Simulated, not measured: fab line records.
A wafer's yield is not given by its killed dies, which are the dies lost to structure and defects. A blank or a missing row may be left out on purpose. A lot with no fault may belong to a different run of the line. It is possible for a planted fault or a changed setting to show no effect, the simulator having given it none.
Lot-split experiment    flow rit_cmos    route with 202 steps; 5 lots, 23 wafers read

## THE SPLIT ITSELF
At RIT_GATE_DEVELOP_15 (develop time 50 s), the setting develop_time_s was moved away from the recipe's 50 s on 9 of the 23 wafers read, by +7.4% to +12.4%. For the rest of the wafers, this setting stayed at what the recipe calls for.

## FROM THE SPLIT TO THE READING: what the file shows between them, 22 steps
- RIT_PLDD_IMPLANT_08 (also split here: energy_kev)
- RIT_NSD_IMPLANT_08 (also split here: energy_kev)
- RIT_PSD_DEVELOP_05: develop time 50 s (also split here: dev_temp_c)
- RIT_PSD_HARDBAKE_07: time 60 s
- RIT_SDANNEAL_RS_MEAS_06: measures by four-point-probe
- RIT_CONTACT_COAT_03: resist thk 1000 nm (also split here: resist_thk_nm)
- RIT_CONTACT_SOFTBAKE_04: time 60 s
- RIT_CONTACT_EXPOSE_05: exposes mask M11, target cd 1000 nm
- RIT_CONTACT_HARDBAKE_10: time 60 s
- RIT_CONTACT_ETCH_11: etches SiO2 in CHF3/CF4/Ar, stops on TiSi2, target depth 480 nm, time 320 s
- RIT_M1_SPUTTER_00: material Al, target thk 400 nm, time 500 s (also split here: power_w)
- RIT_M1_RS_MEAS_01: measures by four-point-probe
- RIT_M1_THK_MEAS_02: measures by xrf
- RIT_M1_EXPOSE_06: exposes mask M12, target cd 2600 nm (also split here: dose_mj)
- RIT_M1_PEB_07
- RIT_M1_DEVELOP_08: develop time 68 s
- RIT_M1_CD_MEAS_09: target cd 2600 nm
- RIT_M1_HARDBAKE_11: time 120 s
- RIT_M1_METAL_ETCH_12: etches Al in Cl2/BCl3, stops on SiO2, time 165 s, target depth 600 nm
- RIT_M1_STRIP_13: strips in nmp, time 600 s
- RIT_M1_STRIP_14: strips in O2, time 180 s
- RIT_M1_CD_MEAS_90: target cd 2600 nm

## THE READING
etest.nmos_turned.drive_ua_um (the simulator's own value, which no gauge read), at RIT_M1_PROBE_99. The file does not state a usual value for it. Average 328.4, standard deviation 10, over the 14 wafers here run with the recipe.

wafer   tool, chamber at the split  develop_time_s as run, s  against the recipe  etest.nmos_turned.drive_ua_um  against lot-mates on the recipe
L077.1  litho_track-01, 0           50                        recipe              329.2                          -
L077.2  litho_track-01, 0           50                        recipe              340.2                          -
L077.3  litho_track-01, 0           50                        recipe              328.9                          -
L077.5  litho_track-01, 0           50                        recipe              327.6                          -
L077.6  litho_track-01, 0           50                        recipe              333                            -
L078.1  litho_track-01, 0           56.22                     +12.4%              346.4                          +36.2
L078.2  litho_track-01, 0           50                        recipe              302.6                          -
L078.3  litho_track-01, 0           56.22                     +12.4%              345.2                          +35.0
L078.5  litho_track-01, 0           50                        recipe              317.8                          -
L078.6  litho_track-01, 0           56.22                     +12.4%              348.5                          +38.3
L081.1  litho_track-03, 0           50                        recipe              339.1                          -
L081.2  litho_track-03, 0           53.72                     +7.4%               362.6                          +26.1
L081.3  litho_track-03, 0           53.72                     +7.4%               370.1                          +33.6
L081.4  litho_track-03, 0           53.72                     +7.4%               352.4                          +15.9
L081.5  litho_track-03, 0           50                        recipe              333.8                          -
L083.1  litho_track-04, 0           50                        recipe              319.3                          -
L083.3  litho_track-04, 0           50                        recipe              329                            -
L083.4  litho_track-04, 0           50                        recipe              320.7                          -
L085.1  litho_track-03, 0           55.99                     +12.0%              383.9                          +45.6
L085.2  litho_track-03, 0           55.99                     +12.0%              382.6                          +44.3
L085.3  litho_track-03, 0           55.99                     +12.0%              385.7                          +47.4
L085.4  litho_track-03, 0           50                        recipe              339.6                          -
L085.5  litho_track-03, 0           50                        recipe              337                            -

THE FIT
A straight line over all 23 wafers: etest.nmos_turned.drive_ua_um changes by +3.15 for each +1% of develop_time_s; r = +0.78; the points scatter about the line by 14.
The same after taking each lot's own level away (the mean of its wafers on the recipe; 23 wafers): +3.36 for each +1%; r = +0.96; scatter 5.5.
The reading moves by 42 for the largest change in develop_time_s, on that fit.
Measured against the standard deviation above, the lots' own levels, which go from 310.20 to 338.30, span 2.8 times it.
So the lot-to-lot level blurs the effect unless lot-mates are compared.
Check: for one of the wafers moved furthest among these (+12.4%), held out of the fit, the line's prediction against its lot-mates is +42.8. Against them it came out at +36.2.

## THESE WAFERS: OTHER SPLITS
Other splits were also applied to these wafers ahead of the reading. Each is held against what the fit with the lots' levels taken away leaves over:
other split on the same wafers     wafers away from the commonest value  r with etest.nmos_turned.drive_ua_um (lot level and that fit taken away)
RIT_NWELL_IMPLANT_08 energy_kev    5                                     +0.36
RIT_NRETRO_IMPLANT_08 dose_cm2     8                                     -0.13
RIT_PLDD_IMPLANT_08 energy_kev     5                                     +0.35
RIT_NSD_IMPLANT_08 energy_kev      5                                     -0.37
RIT_PSD_DEVELOP_05 dev_temp_c      7                                     +0.07
RIT_CONTACT_COAT_03 resist_thk_nm  8                                     -0.06
RIT_M1_SPUTTER_00 power_w          7                                     +0.29
RIT_M1_EXPOSE_06 dose_mj           4                                     -0.30

## THE WHOLE CHAIN: every reading that the file lists as answering this split, in the file's order
step             what it does  reading                                                                         change (the file's fit)            r (the file's)
RIT_M1_PROBE_99                etest.pmos_turned.r_on_ohm_um (the simulator's own value, which no gauge read)  -40 for each +1% of the setting    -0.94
RIT_M1_PROBE_99                etest.pmos_0p3.r_on_ohm_um (the simulator's own value, which no gauge read)     -42.7 for each +1% of the setting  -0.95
RIT_M1_PROBE_99                etest.pmos_0p15.r_on_ohm_um (the simulator's own value, which no gauge read)    -38.6 for each +1% of the setting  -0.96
RIT_M1_PROBE_99                etest.nmos_0p3.r_on_ohm_um (the simulator's own value, which no gauge read)     -11 for each +1% of the setting    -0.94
RIT_M1_PROBE_99                etest.nmos_0p15.r_on_ohm_um (the simulator's own value, which no gauge read)    -10.3 for each +1% of the setting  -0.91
RIT_M1_PROBE_99                etest.nmos_0p15.drive_ua_um (the simulator's own value, which no gauge read)    +7.51 for each +1% of the setting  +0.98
RIT_M1_PROBE_99                etest.pmos_0p15.drive_ua_um (the simulator's own value, which no gauge read)    +5.13 for each +1% of the setting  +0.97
RIT_M1_PROBE_99                etest.nmos_turned.drive_ua_um (the simulator's own value, which no gauge read)  +3.37 for each +1% of the setting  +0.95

## FILE'S OWN FIT
etest.nmos_turned.drive_ua_um changes by +3.37 for each +1% of develop_time_s, r = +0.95.
